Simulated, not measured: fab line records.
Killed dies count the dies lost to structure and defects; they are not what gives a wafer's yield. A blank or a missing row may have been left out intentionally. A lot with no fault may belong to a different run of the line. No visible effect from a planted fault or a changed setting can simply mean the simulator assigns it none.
Which tool is to blame? ; flow rit_cmos ; 42 wafers from 14 lots sampled at 2 of the route's 202 steps

WHAT THE GAUGES READ, wafer by wafer
RIT_FOX1_THK_MEAS_01.
lot;measured;on;FOX1_OXIDE_THK (nm)
L819;day 1 17:56;film_metro-02;334 329 332
L820;day 1 22:05;film_metro-02;347 348 349
L822;day 2 09:24;film_metro-02;348 351 352
L823;day 2 12:56;film_metro-02;381 383 383
L827;day 3 08:51;film_metro-01;385 378 380
L832;day 4 10:39;film_metro-01;349 342 345
L833;day 4 15:41;film_metro-04;338 334 336
L834;day 4 19:56;film_metro-01;341 340 343
L835;day 5 01:33;film_metro-01;347 339 341
L838;day 5 16:11;film_metro-01;353 353 357
L839;day 5 21:50;film_metro-01;363 358 357
L840;day 6 03:10;film_metro-01;351 341 348
L841;day 6 07:33;film_metro-01;360 353 352
L842;day 6 11:52;film_metro-02;344 345 342

TOOL THAT RAN EACH LOT (tool first, then ch and the chambers of the sampled wafers, then the start)
lot;RIT_FOX1_OXIDATION_00
L819;furnace-02 ch 0, day 1 16:35
L820;furnace-02 ch 0, day 1 20:46
L822;furnace-01 ch 0, day 2 08:03
L823;furnace-02 ch 0, day 2 11:35
L827;furnace-02 ch 0, day 3 07:32
L832;furnace-03 ch 0, day 4 09:20
L833;furnace-01 ch 0, day 4 14:21
L834;furnace-01 ch 0, day 4 18:38
L835;furnace-01 ch 0, day 5 00:14
L838;furnace-01 ch 0, day 5 14:52
L839;furnace-02 ch 0, day 5 20:31
L840;furnace-02 ch 0, day 6 01:51
L841;furnace-01 ch 0, day 6 06:13
L842;furnace-03 ch 0, day 6 10:32
- RIT_FOX1_OXIDATION_00: target thk 350.7 nm, ox time 1130 s.

WHAT THE TOOLS THEMSELVES READ (means of the sampled wafers that have a number; where no wafer has one, the mark that the record gives instead)
RIT_FOX1_OXIDATION_00.
lot;tool;ox_temp_c (C);ox_temp_c_max
L819;furnace-02;1100.3;1103.3
L820;furnace-02;1099.7;1102.5
L822;furnace-01;1099.9;1106.0
L823;furnace-02;1100.0;1103.0
L827;furnace-02;1100.2;1103.5
L832;furnace-03;1100.1;1103.2
L833;furnace-01;1100.4;1105.5
L834;furnace-01;1100.5;1106.4
L835;furnace-01;1099.7;1104.8
L838;furnace-01;1100.2;1105.6
L839;furnace-02;1099.6;1102.2
L840;furnace-02;1099.5;1102.5
L841;furnace-01;1100.8;1106.0
L842;furnace-03;1099.9;1103.3

THE ANSWER, worked out from the rows above alone
Rule: what is usual is taken from the lots themselves. Put in order of their means at a reading, lots are off if they are a third of the lots or fewer, leave a main group of 4 or more, and stand apart from it by a gap of 3 or more times the standard deviation of the main group's means; of several such gaps the widest counts. If all means in a main group match to the digits the tables above print for the reading, that group is not used. A lot without any number at a reading at which 4 lots or more have one is off too. All remaining lots with rows at the step are treated as sound. Order of review: gauges by route order, followed by the tools' own readings, for which a lot's mean as printed above is used. At the first step where some lot is off, the reading lying furthest off is the one used; lots without a number count as furthest.
No lot is off at any reading shown: from this, nothing can be told.

WHAT THE SIMULATOR HAD INSERTED
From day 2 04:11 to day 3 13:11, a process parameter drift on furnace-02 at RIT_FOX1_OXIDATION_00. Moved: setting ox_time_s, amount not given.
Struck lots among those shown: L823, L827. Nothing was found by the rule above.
